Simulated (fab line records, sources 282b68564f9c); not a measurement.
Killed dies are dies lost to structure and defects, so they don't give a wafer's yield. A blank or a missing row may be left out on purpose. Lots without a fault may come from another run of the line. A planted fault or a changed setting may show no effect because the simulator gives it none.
A struck lot beside a sound one | flow rit_cmos | 44 steps out of a route of 202
Sound: wafers L541.2, L541.3, L541.6. Struck: wafer L548.3. (L548.1, L548.5 of the same lot were not struck and are left out.) The cause comes at the end.
At each step with rows: each side's tool, then ch and its chambers, then its first start. Under that, the readings that differ: sound wafers | struck wafers | difference of the means | sigmas: that difference in standard deviations of wafers without a fault.
alike: readings whose means differ by less than 2 such deviations, and words and numbers that are the same on both sides. not compared: withheld readings, readings that some wafer has no value for, bounds like >300 that may hide the same value, and numbers for which the record gives no deviation and whose values overlap.
The two part at a step that has a row with sigmas, a row that says differs or no value, or rows on one side only. Numbers that don't overlap but have no deviation are shown without sigmas and don't part them. A reading that every wafer of one side lacks parts them only if that side has two wafers or more.

first, 2 steps without rows for these wafers: RIT_PLDD_PEB_04; RIT_PLDD_DEVELOP_05 (develop time 50 s).
RIT_PLDD_OVL_MEAS_06:
  sound on overlay-01, day 3 10:06; struck on overlay-01, day 4 21:16
  reading       | sound       | struck | difference | sigmas
  PLDD_OVL (nm) | 1.1 2.8 2.7 | -1.5   | -3.7       | -2
then, 2 steps without rows for these wafers: RIT_PLDD_HARDBAKE_07 (time 60 s); RIT_PLDD_IMPLANT_08.
RIT_PLDD_STRIP_09: strips in O2, time 180 s.
  sound on plasma_asher-02 ch 0,1, day 3 10:26; struck on plasma_asher-01 ch 0, day 4 21:37
  alike: drypump_motor_current_A, o2_flow_sccm, rf_refl_power_W
  not compared: rf_hours_counter_h
RIT_PLDD_TW_MEAS_10:
  sound on film_metro-02, day 3 10:37; struck on film_metro-01, day 4 21:47
  alike: PLDD_TW
then, 4 steps without rows for these wafers: RIT_SPACER_CLEAN_00 (cleans in SC1, time 600 s); RIT_SPACER_CLEAN_01 (cleans in dHF, time 30 s); RIT_SPACER_CLEAN_02 (cleans in SC2, time 600 s); RIT_SPACER_CVD_03 (deposits Si3N4 from SiH2Cl2/NH3, target thk 250 nm, time 3300 s).
RIT_SPACER_THK_MEAS_04:
  sound on film_metro-03, day 3 13:09; struck on film_metro-04, day 5 00:11
  alike: SPACER_NITRIDE_THK
RIT_SPACER_ETCHBACK_05: etches Si3N4 in SF6/CHF3, stops on SiO2, target depth 250 nm, time 240 s.
  sound on rie_diel-03 ch 1,2, day 3 13:12; struck on rie_diel-02 ch 2, day 5 00:14
  reading                                  | sound             | struck | difference | sigmas
  model.poly-Si_of_GATE_CVD_08.thk_nm (nm) | 166.3 166.3 164.4 | 170.7  | +5.0       |
  model.Si3N4_of_SPACER_CVD_03.thk_nm (nm) | 197.6 197.3 197.7 | 204    | +6         |
  alike: drypump_motor_current_A, oes_product_au, throttle_valve_pct
  not compared: rf_hours_counter_h
then, 6 steps without rows for these wafers: RIT_NSD_HMDS_00 (prime time 60 s); RIT_NSD_COAT_01 (resist thk 1000 nm); RIT_NSD_SOFTBAKE_02 (time 60 s); RIT_NSD_EXPOSE_03 (exposes mask M9, target cd 40700 nm); RIT_NSD_PEB_04; RIT_NSD_DEVELOP_05 (develop time 50 s).
RIT_NSD_OVL_MEAS_06:
  sound on overlay-01, day 3 14:20; struck on overlay-01, day 5 01:14
  alike: NSD_OVL
then, 2 steps without rows for these wafers: RIT_NSD_HARDBAKE_07 (time 60 s); RIT_NSD_IMPLANT_08.
RIT_NSD_STRIP_09: strips in O2, time 180 s.
  sound on plasma_asher-01 ch 0,1, day 3 14:40; struck on plasma_asher-01 ch 0, day 5 01:38
  alike: drypump_motor_current_A, o2_flow_sccm, rf_refl_power_W
  not compared: rf_hours_counter_h
RIT_NSD_TW_MEAS_10:
  sound on film_metro-03, day 3 14:51; struck on film_metro-03, day 5 01:48
  alike: NSD_TW
then, 6 steps without rows for these wafers: RIT_PSD_HMDS_00 (prime time 60 s); RIT_PSD_COAT_01 (resist thk 1000 nm); RIT_PSD_SOFTBAKE_02 (time 60 s); RIT_PSD_EXPOSE_03 (exposes mask M10, target cd 40900 nm); RIT_PSD_PEB_04; RIT_PSD_DEVELOP_05 (develop time 50 s).
RIT_PSD_OVL_MEAS_06:
  sound on overlay-02, day 3 15:53; struck on overlay-02, day 5 02:53
  reading      | sound       | struck | difference | sigmas
  PSD_OVL (nm) | 0.8 1.1 2.1 | -1.7   | -3.0       | -2
then, 2 steps without rows for these wafers: RIT_PSD_HARDBAKE_07 (time 60 s); RIT_PSD_IMPLANT_08.
RIT_PSD_STRIP_09: strips in O2, time 180 s.
  sound on plasma_asher-04 ch 0,1, day 3 16:13; struck on plasma_asher-03 ch 0, day 5 03:13
  alike: drypump_motor_current_A, o2_flow_sccm, rf_refl_power_W
  not compared: rf_hours_counter_h
RIT_PSD_TW_MEAS_10:
  sound on film_metro-02, day 3 16:24; struck on film_metro-01, day 5 03:23
  alike: PSD_TW
then, 2 steps without rows for these wafers: RIT_SDANNEAL_CLEAN_00 (cleans in SC1, time 600 s); RIT_SDANNEAL_CLEAN_01 (cleans in dHF, time 30 s).
RIT_SDANNEAL_CLEAN_02: cleans in SC2, time 600 s.
  sound on wet_bench-02 ch 0, day 3 16:39; struck on wet_bench-02 ch 1, day 5 03:39
  reading                                  | sound             | struck | difference | sigmas
  model.poly-Si_of_GATE_CVD_08.thk_nm (nm) | 161.8 161.8 159.9 | 166.4  | +5.2       |
RIT_SDANNEAL_RTA_03: time 5 s.
  sound on rtp_anneal-02 ch 0, day 3 16:50; struck on rtp_anneal-02 ch 0, day 5 03:49
  alike: wafer_temp_C_max
RIT_SDANNEAL_RS_MEAS_04: measures by four-point-probe.
  sound on film_metro-01, day 3 16:55; struck on film_metro-02, day 5 03:53
  alike: PSD_RS
RIT_SDANNEAL_RS_MEAS_05: measures by four-point-probe.
  sound on film_metro-01, day 3 17:02; struck on film_metro-02, day 5 04:00
  alike: NSD_RS
RIT_SDANNEAL_RS_MEAS_06: measures by four-point-probe.
  sound on film_metro-01, day 3 17:09; struck on film_metro-02, day 5 04:07
  alike: PLDD_RS
RIT_SILICIDE_WET_ETCH_00: etches SiO2 in BOE, target depth 14 nm, time 15 s.
  sound on wet_bench-01 ch 0, day 3 17:22; struck on wet_bench-04 ch 3, day 5 04:22
  reading                                  | sound             | struck | difference | sigmas
  model.Si3N4_of_SPACER_CVD_03.thk_nm (nm) | 196.5 196.1 196.5 | 202.8  | +6.4       |
RIT_M1_PROBE_99:
  sound on prober-01, day 4 00:23; struck on prober-01, day 5 12:05
  reading                                       | sound                | struck | difference | sigmas
  model.etest.nmos_0p15.r_on_ohm_um             | 1126 1088 1086       | 1028   | -72        |
  model.etest.pplus_sal.width_nm (nm)           | 3456 3448 3446       | 3421   | -29        |
  model.etest.nplus_sal.width_nm (nm)           | 3454 3465 3436       | 3418   | -34        |
  model.etest.pwell_pinched.rs_ohm_sq           | 459.8 463.3 458.7    | 445.4  | -15.2      |
  model.etest.nwell_pinched.rs_ohm_sq           | 336.5 337.9 335.9    | 325.5  | -11.3      |
  model.etest.contact_nplus.end_ohm_um          | 42.38 42.25 40.59    | 37.96  | -3.78      |
  model.etest.diode_nplus_comb.leak_log10_a_cm2 | -5.114 -5.169 -5.143 | -5.471 | -0.329     |
  model.etest.diode_pplus_nwell.bv_v (V)        | 6.65 6.67 6.695      | 6.52   | -0.15      |
  alike: killed_at_M0_to_M3, killed_at_contacts, killed_at_front_end, killed_dies, killed_open, killed_short

WHERE THEY PART
First at RIT_PLDD_OVL_MEAS_06; last, within this record, at RIT_PSD_OVL_MEAS_06. Later steps at which nothing parts them and some readings are alike: RIT_PSD_STRIP_09, RIT_PSD_TW_MEAS_10, RIT_SDANNEAL_RTA_03, RIT_SDANNEAL_RS_MEAS_04, RIT_SDANNEAL_RS_MEAS_05, RIT_SDANNEAL_RS_MEAS_06, RIT_M1_PROBE_99.

WHY: what the simulator had put in
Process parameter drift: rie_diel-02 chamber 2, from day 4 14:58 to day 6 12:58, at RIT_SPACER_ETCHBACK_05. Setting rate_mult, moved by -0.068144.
